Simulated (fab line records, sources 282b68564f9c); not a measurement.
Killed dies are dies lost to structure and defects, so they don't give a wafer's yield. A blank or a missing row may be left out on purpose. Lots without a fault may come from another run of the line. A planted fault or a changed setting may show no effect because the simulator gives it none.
One fault seen from 2 desks | flow rit_cmos | each desk has only its own numbers; what lay behind them comes last

THE METROLOGY DESK
What the gauges read, lot by lot, whatever tool the lot ran on: means of the sampled wafers that have a number. A lot is out of limits, marked OUT, if its mean lies more than 4 standard deviations from the usual mean; the brackets give that distance.
Columns: A = NSD_OVL at RIT_NSD_OVL_MEAS_06, usual 0.4 nm
lot  | first seen here | A
L625 | day 3 04:15     | 1.0
L627 | day 3 15:11     | -1.6
L629 | day 3 22:05     | 0.3
L631 | day 4 06:33     | 0.5
L632 | day 4 11:17     | -0.6
L633 | day 4 19:45     | -0.7
L634 | day 4 22:09     | 1.3
L635 | day 5 05:13     | 1.2
L638 | day 5 17:01     | 0.4
L639 | day 6 05:47     | -0.6
L640 | day 6 12:33     | 0.4
L645 | day 7 12:22     | 1.6
L646 | day 7 16:25     | 0.0
This desk's finding: nothing out of limits on any of the 13 lots.

THE TOOL OWNER'S DESK: wet_bench-03
The tool's own readings at RIT_CONTACT_CLEAN_14 (cleans in SC2, time 600 s): means of the sampled wafers that have a number, for each lot that ran on this tool. A lot is out of limits, marked OUT, if its mean lies more than 4 standard deviations from the usual mean; the brackets give that distance.
Columns: A = bath_guard_temp_C at RIT_CONTACT_CLEAN_14, usual 75.2 C
lot  | first seen here | A
L627 | day 3 21:17     | 75.4
L629 | day 4 03:35     | 74.7
L631 | day 4 12:27     | 75.0
L634 | day 5 04:20     | 75.0
L646 | day 7 22:23     | 76.1
This desk's finding: nothing out of limits on any of the 5 lots.

PUT TOGETHER
The metrology desk saw nothing out of limits.
The tool owner's desk saw nothing out of limits.

WHAT THE SIMULATOR HAD PUT IN
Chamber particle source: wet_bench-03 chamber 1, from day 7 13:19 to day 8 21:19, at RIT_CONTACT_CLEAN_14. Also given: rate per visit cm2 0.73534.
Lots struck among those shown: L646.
